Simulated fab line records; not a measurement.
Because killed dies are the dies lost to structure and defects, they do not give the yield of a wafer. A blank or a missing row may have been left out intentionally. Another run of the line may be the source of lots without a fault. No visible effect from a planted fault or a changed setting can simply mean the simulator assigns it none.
fab line records || flow berkeleyCmos170
record: {"lots": 5, "wafers": 23}
route steps=331 shown M3@321
startH: hours from the record's first day to the start of the lot's first wafer shown || waitH: time in hours since the lot's previous step || " identical to the entry in the row above || L1.1+2: a row that stands for several wafers || - no value, or no start was given || * or withheld: withheld || < > ~ a bound
route shown NAME@n: names a module that has steps shown in the file, with the first one's number in the route || usual: average and standard deviation across the fault-free wafers || same: alike in all rows || chamber/n: place in a boat || sites: per-site readings || _std_site: standard deviation of those values || _edge_site: inner sites' mean taken away from outer sites' mean || radiusMm: for every site, how far away it sits from the centre of the wafer || mask NAME#n: copy n || behind: the tool/chamber that last shaped the wafer || hold: the reason the lot was held/the length of the hold in hours/how it ended || device: transistor that didn't switch, given as n, p or np || end of line: the tests these same wafers got at the end of their route || a step without rows: its recipe alone || killed: dies lost to structure and defects at the first sort, not the wafer's yield || map: shows each die of a wafer: x if killed, . if not, _ if none is there
set.NAME: setting as actually run; set.NAME@STEP: the setting as run at that earlier step || model.NAME: the simulator's own value behind a step, which no gauge read
lots where settings were altered on purpose, with a table for each step and a row for each wafer
== steps ==
step: UCB170_M3_EXPOSE_12
recipe: {"maskId": "METAL3", "targetCdNm": 700, "na": 0.5, "sigmaOuter": 0.6, "sourceShape": "conventional", "doseMj": 26}
{"lot.wafer": "L076.1+2+4", "tool": "krfScanner-01", "chamber": 0, "startH": 191.23, "waitH": "-", "mask": "METAL3#0", "set.doseMj": 24.71}
{"lot.wafer": "L076.5+6", "tool": "krfScanner-01", "chamber": 0, "startH": 191.23, "waitH": "-", "mask": "METAL3#0", "set.doseMj": 26}
{"lot.wafer": "L078.1+3+5", "tool": "krfScanner-01", "chamber": 0, "startH": 212.07, "waitH": "-", "mask": "METAL3#0", "set.doseMj": 26}
{"lot.wafer": "L080.1+2", "tool": "krfScanner-01", "chamber": 0, "startH": 228.74, "waitH": "-", "mask": "METAL3#0", "set.doseMj": 26}
{"lot.wafer": "L080.3+4+5", "tool": "krfScanner-01", "chamber": 0, "startH": 228.74, "waitH": "-", "mask": "METAL3#0", "set.doseMj": 27.51}
{"lot.wafer": "L084.1+6", "tool": "krfScanner-02", "chamber": 0, "startH": 247.94, "waitH": "-", "mask": "METAL3#0", "set.doseMj": 27.86}
{"lot.wafer": "L084.2+4+5", "tool": "krfScanner-02", "chamber": 0, "startH": 247.94, "waitH": "-", "mask": "METAL3#0", "set.doseMj": 26}
{"lot.wafer": "L082.1+2+4", "tool": "krfScanner-01", "chamber": 0, "startH": 248.46, "waitH": "-", "mask": "METAL3#0", "set.doseMj": 25.49}
{"lot.wafer": "L082.5+6", "tool": "krfScanner-01", "chamber": 0, "startH": 248.46, "waitH": "-", "mask": "METAL3#0", "set.doseMj": 26}
step: UCB170_M3_PEB_13
recipe: {"pebTempC": 130, "pebTimeS": "withheld", "resist": "KrF"}
step: UCB170_M3_DEVELOP_14
recipe: {"developer": "TMAH", "developTimeS": 45, "resist": "KrF", "devTempC": 21}
step: UCB170_M3_CD_MEAS_15
recipe: {"targetCdNm": 700}
usual: {"cdNm": "699.8/0.99"}
{"lot.wafer": "L076.1", "tool": "cdSem-02", "chamber": "-", "startH": 191.63, "waitH": "-", "set.doseMj@M3_EXPOSE_12": 24.71, "cdNm": 705.5}
{"lot.wafer": "L076.2", "tool": "cdSem-02", "chamber": "-", "startH": 191.63, "waitH": "-", "set.doseMj@M3_EXPOSE_12": 24.71, "cdNm": 706.2}
{"lot.wafer": "L076.4", "tool": "cdSem-02", "chamber": "-", "startH": 191.63, "waitH": "-", "set.doseMj@M3_EXPOSE_12": 24.71, "cdNm": 706.6}
{"lot.wafer": "L076.5", "tool": "cdSem-02", "chamber": "-", "startH": 191.63, "waitH": "-", "set.doseMj@M3_EXPOSE_12": 26, "cdNm": 699.1}
{"lot.wafer": "L076.6", "tool": "cdSem-02", "chamber": "-", "startH": 191.63, "waitH": "-", "set.doseMj@M3_EXPOSE_12": 26, "cdNm": 698.5}
{"lot.wafer": "L078.1", "tool": "cdSem-01", "chamber": "-", "startH": 212.91, "waitH": "-", "set.doseMj@M3_EXPOSE_12": 26, "cdNm": 697.8}
{"lot.wafer": "L078.3", "tool": "cdSem-01", "chamber": "-", "startH": 212.91, "waitH": "-", "set.doseMj@M3_EXPOSE_12": 26, "cdNm": 701.2}
{"lot.wafer": "L078.5", "tool": "cdSem-01", "chamber": "-", "startH": 212.91, "waitH": "-", "set.doseMj@M3_EXPOSE_12": 26, "cdNm": 700.6}
{"lot.wafer": "L080.1", "tool": "cdSem-02", "chamber": "-", "startH": 229.70, "waitH": "-", "set.doseMj@M3_EXPOSE_12": 26, "cdNm": 699.9}
{"lot.wafer": "L080.2", "tool": "cdSem-02", "chamber": "-", "startH": 229.70, "waitH": "-", "set.doseMj@M3_EXPOSE_12": 26, "cdNm": 699.6}
{"lot.wafer": "L080.3", "tool": "cdSem-02", "chamber": "-", "startH": 229.70, "waitH": "-", "set.doseMj@M3_EXPOSE_12": 27.51, "cdNm": 691.4}
{"lot.wafer": "L080.4", "tool": "cdSem-02", "chamber": "-", "startH": 229.70, "waitH": "-", "set.doseMj@M3_EXPOSE_12": 27.51, "cdNm": 689.2}
{"lot.wafer": "L080.5", "tool": "cdSem-02", "chamber": "-", "startH": 229.70, "waitH": "-", "set.doseMj@M3_EXPOSE_12": 27.51, "cdNm": 688.9}
{"lot.wafer": "L084.1", "tool": "cdSem-01", "chamber": "-", "startH": 249.06, "waitH": "-", "set.doseMj@M3_EXPOSE_12": 27.86, "cdNm": 687.5}
{"lot.wafer": "L084.2", "tool": "cdSem-01", "chamber": "-", "startH": 249.06, "waitH": "-", "set.doseMj@M3_EXPOSE_12": 26, "cdNm": 699.7}
{"lot.wafer": "L084.4", "tool": "cdSem-01", "chamber": "-", "startH": 249.06, "waitH": "-", "set.doseMj@M3_EXPOSE_12": 26, "cdNm": 700.8}
{"lot.wafer": "L084.5", "tool": "cdSem-01", "chamber": "-", "startH": 249.06, "waitH": "-", "set.doseMj@M3_EXPOSE_12": 26, "cdNm": 700.8}
{"lot.wafer": "L084.6", "tool": "cdSem-01", "chamber": "-", "startH": 249.06, "waitH": "-", "set.doseMj@M3_EXPOSE_12": 27.86, "cdNm": 687.1}
{"lot.wafer": "L082.1", "tool": "cdSem-02", "chamber": "-", "startH": 249.29, "waitH": "-", "set.doseMj@M3_EXPOSE_12": 25.49, "cdNm": 703.7}
{"lot.wafer": "L082.2", "tool": "cdSem-02", "chamber": "-", "startH": 249.29, "waitH": "-", "set.doseMj@M3_EXPOSE_12": 25.49, "cdNm": 703.1}
{"lot.wafer": "L082.4", "tool": "cdSem-02", "chamber": "-", "startH": 249.29, "waitH": "-", "set.doseMj@M3_EXPOSE_12": 25.49, "cdNm": 703.4}
{"lot.wafer": "L082.5", "tool": "cdSem-02", "chamber": "-", "startH": 249.29, "waitH": "-", "set.doseMj@M3_EXPOSE_12": 26, "cdNm": 700.3}
{"lot.wafer": "L082.6", "tool": "cdSem-02", "chamber": "-", "startH": 249.29, "waitH": "-", "set.doseMj@M3_EXPOSE_12": 26, "cdNm": 699.6}
step: UCB170_M3_ETCH_17
recipe: {"chemistry": "N2/H2", "targetDepthA": "withheld", "overetchA": "withheld", "target": "BARC", "timeS": "withheld", "sourceW": 500, "biasW": 100, "pressureMtorr": 30, "n2FlowSccm": 100, "h2FlowSccm": 200}
{"lot.wafer": "L076.1", "tool": "rieDiel-01", "chamber": 3, "startH": 191.78, "waitH": 0.0, "set.doseMj@M3_EXPOSE_12": 24.71, "model.M3.cdNm": 705.9}
{"lot.wafer": "L076.2", "tool": "rieDiel-01", "chamber": 2, "startH": 191.78, "waitH": 0.0, "set.doseMj@M3_EXPOSE_12": 24.71, "model.M3.cdNm": 706.1}
{"lot.wafer": "L076.4", "tool": "rieDiel-01", "chamber": 1, "startH": 191.78, "waitH": 0.0, "set.doseMj@M3_EXPOSE_12": 24.71, "model.M3.cdNm": 706.5}
{"lot.wafer": "L076.5", "tool": "rieDiel-01", "chamber": 2, "startH": 191.78, "waitH": 0.0, "set.doseMj@M3_EXPOSE_12": 26, "model.M3.cdNm": 700}
{"lot.wafer": "L076.6", "tool": "rieDiel-01", "chamber": 1, "startH": 191.78, "waitH": 0.0, "set.doseMj@M3_EXPOSE_12": 26, "model.M3.cdNm": 698.4}
{"lot.wafer": "L078.1", "tool": "rieDiel-01", "chamber": 2, "startH": 213.06, "waitH": 0.0, "set.doseMj@M3_EXPOSE_12": 26, "model.M3.cdNm": 698.2}
{"lot.wafer": "L078.3", "tool": "rieDiel-01", "chamber": 0, "startH": 213.06, "waitH": 0.0, "set.doseMj@M3_EXPOSE_12": 26, "model.M3.cdNm": 701.3}
{"lot.wafer": "L078.5", "tool": "rieDiel-01", "chamber": 0, "startH": 213.06, "waitH": 0.0, "set.doseMj@M3_EXPOSE_12": 26, "model.M3.cdNm": 700}
{"lot.wafer": "L080.1", "tool": "rieDiel-03", "chamber": 3, "startH": 229.86, "waitH": 0.0, "set.doseMj@M3_EXPOSE_12": 26, "model.M3.cdNm": 700.4}
{"lot.wafer": "L080.2", "tool": "rieDiel-03", "chamber": 1, "startH": 229.86, "waitH": 0.0, "set.doseMj@M3_EXPOSE_12": 26, "model.M3.cdNm": 700.1}
{"lot.wafer": "L080.3", "tool": "rieDiel-03", "chamber": 0, "startH": 229.86, "waitH": 0.0, "set.doseMj@M3_EXPOSE_12": 27.51, "model.M3.cdNm": 691.4}
{"lot.wafer": "L080.4", "tool": "rieDiel-03", "chamber": 2, "startH": 229.86, "waitH": 0.0, "set.doseMj@M3_EXPOSE_12": 27.51, "model.M3.cdNm": 689.6}
{"lot.wafer": "L080.5", "tool": "rieDiel-03", "chamber": 0, "startH": 229.86, "waitH": 0.0, "set.doseMj@M3_EXPOSE_12": 27.51, "model.M3.cdNm": 688.9}
{"lot.wafer": "L084.1", "tool": "rieDiel-04", "chamber": 1, "startH": 249.21, "waitH": 0.0, "set.doseMj@M3_EXPOSE_12": 27.86, "model.M3.cdNm": 687.6}
{"lot.wafer": "L084.2", "tool": "rieDiel-04", "chamber": 2, "startH": 249.21, "waitH": 0.0, "set.doseMj@M3_EXPOSE_12": 26, "model.M3.cdNm": 699.3}
{"lot.wafer": "L084.4", "tool": "rieDiel-04", "chamber": 3, "startH": 249.21, "waitH": 0.0, "set.doseMj@M3_EXPOSE_12": 26, "model.M3.cdNm": 700.8}
{"lot.wafer": "L084.5", "tool": "rieDiel-04", "chamber": 2, "startH": 249.21, "waitH": 0.0, "set.doseMj@M3_EXPOSE_12": 26, "model.M3.cdNm": 700.5}
{"lot.wafer": "L084.6", "tool": "rieDiel-04", "chamber": 3, "startH": 249.21, "waitH": 0.0, "set.doseMj@M3_EXPOSE_12": 27.86, "model.M3.cdNm": 687.3}
{"lot.wafer": "L082.1", "tool": "rieDiel-01", "chamber": 3, "startH": 249.45, "waitH": 0.0, "set.doseMj@M3_EXPOSE_12": 25.49, "model.M3.cdNm": 703.2}
{"lot.wafer": "L082.2", "tool": "rieDiel-01", "chamber": 2, "startH": 249.45, "waitH": 0.0, "set.doseMj@M3_EXPOSE_12": 25.49, "model.M3.cdNm": 702.7}
{"lot.wafer": "L082.4", "tool": "rieDiel-01", "chamber": 0, "startH": 249.45, "waitH": 0.0, "set.doseMj@M3_EXPOSE_12": 25.49, "model.M3.cdNm": 703.1}
{"lot.wafer": "L082.5", "tool": "rieDiel-01", "chamber": 2, "startH": 249.45, "waitH": 0.0, "set.doseMj@M3_EXPOSE_12": 26, "model.M3.cdNm": 699.8}
{"lot.wafer": "L082.6", "tool": "rieDiel-01", "chamber": 3, "startH": 249.45, "waitH": 0.0, "set.doseMj@M3_EXPOSE_12": 26, "model.M3.cdNm": 698.9}
step: UCB170_M3_METAL_ETCH_18
recipe: {"chemistry": "Cl2/BCl3", "target": "Al", "stopOn": "SiO2", "pressureMtorr": 11.69, "targetDepthA": 11700, "overEtchFrac": 0.3, "timeS": 195, "icpW": 600, "biasW": 120, "Cl2_flow_sccm": 90, "bcl3FlowSccm": 45}
step: UCB170_M3_STRIP_19
recipe: {"chemistry": "O2", "powerW": 400, "pressureMtorr": 3500, "platenTempC": "withheld", "o2FlowSccm": 400, "overashFraction": 0.5}
step: UCB170_M3_CD_MEAS_90
recipe: {"targetCdNm": 700}
usual: {"cdNm": "700.2/2"}
{"lot.wafer": "L076.1", "tool": "cdSem-02", "chamber": "-", "startH": 192.30, "waitH": 0.1, "set.doseMj@M3_EXPOSE_12": 24.71, "cdNm": 710.1}
{"lot.wafer": "L076.2", "tool": "cdSem-02", "chamber": "-", "startH": 192.30, "waitH": 0.1, "set.doseMj@M3_EXPOSE_12": 24.71, "cdNm": 706.7}
{"lot.wafer": "L076.4", "tool": "cdSem-02", "chamber": "-", "startH": 192.30, "waitH": 0.1, "set.doseMj@M3_EXPOSE_12": 24.71, "cdNm": 707.6}
{"lot.wafer": "L076.5", "tool": "cdSem-02", "chamber": "-", "startH": 192.30, "waitH": 0.1, "set.doseMj@M3_EXPOSE_12": 26, "cdNm": 701.3}
{"lot.wafer": "L076.6", "tool": "cdSem-02", "chamber": "-", "startH": 192.30, "waitH": 0.1, "set.doseMj@M3_EXPOSE_12": 26, "cdNm": 698.9}
{"lot.wafer": "L078.1", "tool": "cdSem-01", "chamber": "-", "startH": 213.39, "waitH": 0.1, "set.doseMj@M3_EXPOSE_12": 26, "cdNm": 697.2}
{"lot.wafer": "L078.3", "tool": "cdSem-01", "chamber": "-", "startH": 213.39, "waitH": 0.1, "set.doseMj@M3_EXPOSE_12": 26, "cdNm": 699.6}
{"lot.wafer": "L078.5", "tool": "cdSem-01", "chamber": "-", "startH": 213.39, "waitH": 0.1, "set.doseMj@M3_EXPOSE_12": 26, "cdNm": 699.4}
{"lot.wafer": "L080.1", "tool": "cdSem-02", "chamber": "-", "startH": 230.42, "waitH": 0.3, "set.doseMj@M3_EXPOSE_12": 26, "cdNm": 699.6}
{"lot.wafer": "L080.2", "tool": "cdSem-02", "chamber": "-", "startH": 230.42, "waitH": 0.3, "set.doseMj@M3_EXPOSE_12": 26, "cdNm": 700.0}
{"lot.wafer": "L080.3", "tool": "cdSem-02", "chamber": "-", "startH": 230.42, "waitH": 0.3, "set.doseMj@M3_EXPOSE_12": 27.51, "cdNm": 691.9}
{"lot.wafer": "L080.4", "tool": "cdSem-02", "chamber": "-", "startH": 230.42, "waitH": 0.3, "set.doseMj@M3_EXPOSE_12": 27.51, "cdNm": 690.7}
{"lot.wafer": "L080.5", "tool": "cdSem-02", "chamber": "-", "startH": 230.42, "waitH": 0.3, "set.doseMj@M3_EXPOSE_12": 27.51, "cdNm": 688.0}
{"lot.wafer": "L084.1", "tool": "cdSem-01", "chamber": "-", "startH": 249.54, "waitH": 0.1, "set.doseMj@M3_EXPOSE_12": 27.86, "cdNm": 688.3}
{"lot.wafer": "L084.2", "tool": "cdSem-01", "chamber": "-", "startH": 249.54, "waitH": 0.1, "set.doseMj@M3_EXPOSE_12": 26, "cdNm": 700.2}
{"lot.wafer": "L084.4", "tool": "cdSem-01", "chamber": "-", "startH": 249.54, "waitH": 0.1, "set.doseMj@M3_EXPOSE_12": 26, "cdNm": 700.0}
{"lot.wafer": "L084.5", "tool": "cdSem-01", "chamber": "-", "startH": 249.54, "waitH": 0.1, "set.doseMj@M3_EXPOSE_12": 26, "cdNm": 699.6}
{"lot.wafer": "L084.6", "tool": "cdSem-01", "chamber": "-", "startH": 249.54, "waitH": 0.1, "set.doseMj@M3_EXPOSE_12": 27.86, "cdNm": 688.1}
{"lot.wafer": "L082.1", "tool": "cdSem-02", "chamber": "-", "startH": 249.78, "waitH": 0.1, "set.doseMj@M3_EXPOSE_12": 25.49, "cdNm": 701.8}
{"lot.wafer": "L082.2", "tool": "cdSem-02", "chamber": "-", "startH": 249.78, "waitH": 0.1, "set.doseMj@M3_EXPOSE_12": 25.49, "cdNm": 702.0}
{"lot.wafer": "L082.4", "tool": "cdSem-02", "chamber": "-", "startH": 249.78, "waitH": 0.1, "set.doseMj@M3_EXPOSE_12": 25.49, "cdNm": 703.6}
{"lot.wafer": "L082.5", "tool": "cdSem-02", "chamber": "-", "startH": 249.78, "waitH": 0.1, "set.doseMj@M3_EXPOSE_12": 26, "cdNm": 699.4}
{"lot.wafer": "L082.6", "tool": "cdSem-02", "chamber": "-", "startH": 249.78, "waitH": 0.1, "set.doseMj@M3_EXPOSE_12": 26, "cdNm": 696.7}
== key ==
split: {"step": "UCB170_M3_EXPOSE_12", "setting": "doseMj", "stated": 26, "by": "wafer"}
response: {"step": "UCB170_M3_CD_MEAS_15", "reading": "cdNm", "change": -1.72, "per": "1%", "r": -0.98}
response: {"step": "UCB170_M3_ETCH_17", "reading": "model.M3.cdNm", "change": -1.7, "per": "1%", "r": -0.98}
response: {"step": "UCB170_M3_CD_MEAS_90", "reading": "cdNm", "change": -1.67, "per": "1%", "r": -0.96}
